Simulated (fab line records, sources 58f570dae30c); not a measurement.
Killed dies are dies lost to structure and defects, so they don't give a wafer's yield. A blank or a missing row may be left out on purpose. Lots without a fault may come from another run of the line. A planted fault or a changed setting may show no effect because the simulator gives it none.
Chamber matching | flow berkeley_cmos170 | UCB170_CONTACT_ETCH_17 on rie_diel-04: 4 sister chambers
The step etches BARC in N2/H2. 14 wafers are shown with their chamber, then 7 later ones without.

WAFERS WITH THEIR CHAMBER
wafer  | chamber | drypump_motor_current_A (A) | oes_product_au (a.u.) | throttle_valve_pct (%)
L282.2 | 0       | 6.0                         | 1.008                 | 13.43
L282.3 | 1       | 5.7                         | 0.998                 | 13.36
L282.5 | 0       | 6.0                         | 1.007                 | 13.42
L285.2 | 3       | 5.8                         | 1.004                 | 13.31
L285.4 | 2       | 6.2                         | 0.973                 | 13.36
L285.5 | 3       | 5.8                         | 0.994                 | 13.31
L289.2 | 1       | 5.8                         | 0.972                 | 13.36
L289.5 | 1       | 5.8                         | 0.990                 | 13.36
L289.6 | 2       | 6.1                         | 0.970                 | 13.34
L292.1 | 0       | 6.0                         | 1.000                 | 13.42
L292.2 | 1       | 5.7                         | 0.987                 | 13.40
L292.6 | 0       | 6.0                         | 1.001                 | 13.39
L293.1 | 3       | 5.8                         | 1.017                 | 13.37
L293.3 | 0       | 6.1                         | 1.003                 | 13.40

SIGNATURES (means of the wafers above)
reading                 | chamber 0 | chamber 1 | chamber 2 | chamber 3 | scatter within a chamber
drypump_motor_current_A | 6.020     | 5.750     | 6.150     | 5.800     | 0.048
oes_product_au          | 1.00380   | 0.98675   | 0.97150   | 1.00500   | 0.00822
throttle_valve_pct      | 13.4120   | 13.3700   | 13.3500   | 13.3300   | 0.0221
Rule: a wafer's distance from a chamber is the root of the sum, over the readings, of the square of ((its reading less the chamber's mean) divided by the reading's scatter). The wafer belongs to the nearest chamber; if the next one is less than 2 further off, it can't be placed. The scatter: the root of (the sum of the squares of (reading less its chamber's mean) over the shown wafers, divided by (wafers less chambers)).

WAFERS WITHOUT THEIR CHAMBER
wafer  | drypump_motor_current_A (A) | oes_product_au (a.u.) | throttle_valve_pct (%)
L293.6 | 6.1                         | 0.979                 | 13.35
L294.1 | 6.1                         | 0.999                 | 13.40
L294.5 | 6.1                         | 0.968                 | 13.34
L294.6 | 5.7                         | 0.981                 | 13.36
L296.1 | 6.1                         | 0.981                 | 13.34
L296.5 | 6.1                         | 1.004                 | 13.41
L296.6 | 5.7                         | 0.985                 | 13.37

WHICH CHAMBER EACH WENT THROUGH
wafer  | from the rows above | in truth
L293.6 | 2                   | 2
L294.1 | 0                   | 0
L294.5 | 2                   | 2
L294.6 | 1                   | 1
L296.1 | 2                   | 2
L296.5 | 0                   | 0
L296.6 | 1                   | 1
Placed correctly: 7 of 7. Can't be placed from these rows: 0. Placed wrongly: 0.
